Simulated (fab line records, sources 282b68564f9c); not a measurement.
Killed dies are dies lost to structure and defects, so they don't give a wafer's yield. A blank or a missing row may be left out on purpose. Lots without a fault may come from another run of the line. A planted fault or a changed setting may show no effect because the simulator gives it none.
A struck lot beside a sound one | flow rit_cmos | 26 steps out of a route of 202
Sound: wafers L384.1, L384.3, L384.5. Struck: wafers L380.2, L380.4, L380.6. The cause comes at the end.
At each step with rows: each side's tool, then ch and its chambers, then its first start. Under that, the readings that differ: sound wafers | struck wafers | difference of the means | sigmas: that difference in standard deviations of wafers without a fault.
alike: readings whose means differ by less than 2 such deviations, and words and numbers that are the same on both sides. not compared: withheld readings, readings that some wafer has no value for, bounds like >300 that may hide the same value, and numbers for which the record gives no deviation and whose values overlap.
The two part at a step that has a row with sigmas, a row that says differs or no value, or rows on one side only. Numbers that don't overlap but have no deviation are shown without sigmas and don't part them. A reading that every wafer of one side lacks parts them only if that side has two wafers or more.

first, 2 steps without rows for these wafers: RIT_FOX2_CLEAN_02 (cleans in dHF, time 180 s); RIT_FOX2_WET_ETCH_03 (etches Si3N4 in H3PO4, target depth 195 nm, time 2700 s).
RIT_FOX2_THK_MEAS_90:
  sound on film_metro-03, day 4 08:29; struck on film_metro-01, day 3 11:22
  alike: FIELD_OXIDE_LEFT_1_THK
then, 6 steps without rows for these wafers: RIT_NWELL_HMDS_00 (prime time 60 s); RIT_NWELL_COAT_01 (resist thk 1300 nm); RIT_NWELL_SOFTBAKE_02 (time 60 s); RIT_NWELL_EXPOSE_03 (exposes mask M2, target cd 43900 nm); RIT_NWELL_PEB_04; RIT_NWELL_DEVELOP_05 (develop time 68 s).
RIT_NWELL_OVL_MEAS_06:
  sound on overlay-02, day 4 09:26; struck on overlay-02, day 3 12:28
  alike: NWELL_OVL
then, 2 steps without rows for these wafers: RIT_NWELL_HARDBAKE_07 (time 120 s); RIT_NWELL_IMPLANT_08.
RIT_NWELL_STRIP_09: strips in O2, time 180 s.
  sound on plasma_asher-04 ch 0,1, day 4 09:52; struck on plasma_asher-01 ch 0,1, day 3 12:53
  no value came back on the struck wafers for chamber_pressure_mTorr (mTorr), drypump_motor_current_A (A), time_s (s); on the sound wafers chamber_pressure_mTorr (mTorr) reads 4001 3996 4003
  reading                                    | sound | struck         | difference | sigmas
  model.NOVOLAK_of_NWELL_COAT_01.thk_nm (nm) | 0 0 0 | 1139 1140 1135 | +1138      |
  not compared: rf_hours_counter_h
RIT_NWELL_TW_MEAS_10:
  sound on film_metro-03, day 4 10:02; struck on film_metro-04, day 3 13:04
  alike: NWELL_TW
then, 6 steps without rows for these wafers: RIT_PWELL_HMDS_00 (prime time 60 s); RIT_PWELL_COAT_01 (resist thk 1300 nm); RIT_PWELL_SOFTBAKE_02 (time 60 s); RIT_PWELL_EXPOSE_03 (exposes mask M3, target cd 43700 nm); RIT_PWELL_PEB_04; RIT_PWELL_DEVELOP_05 (develop time 68 s).
RIT_PWELL_OVL_MEAS_06:
  sound on overlay-02, day 4 11:03; struck on overlay-01, day 3 14:01
  alike: PWELL_OVL
then, 2 steps without rows for these wafers: RIT_PWELL_HARDBAKE_07 (time 120 s); RIT_PWELL_IMPLANT_08.
RIT_PWELL_STRIP_09: strips in O2, time 180 s.
  sound on plasma_asher-01 ch 0,1, day 4 11:29; struck on plasma_asher-01 ch 0, day 3 14:26
  alike: chamber_pressure_mTorr, drypump_motor_current_A
  not compared: rf_hours_counter_h
RIT_PWELL_TW_MEAS_10:
  sound on film_metro-04, day 4 11:40; struck on film_metro-03, day 3 14:37
  reading  | sound       | struck   | difference | sigmas
  PWELL_TW | 965 965 968 | 30 30 30 | -936       | -99 or more
then, 1 step without rows for these wafers: RIT_WELLDRIVE_ANNEAL_00 (time 14700 s).

WHERE THEY PART
First at RIT_NWELL_STRIP_09; last, within this record, at RIT_PWELL_TW_MEAS_10.

WHY: what the simulator had put in
Skipped step whole: plasma_asher-01, from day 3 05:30 on, at RIT_NWELL_STRIP_09. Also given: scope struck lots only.
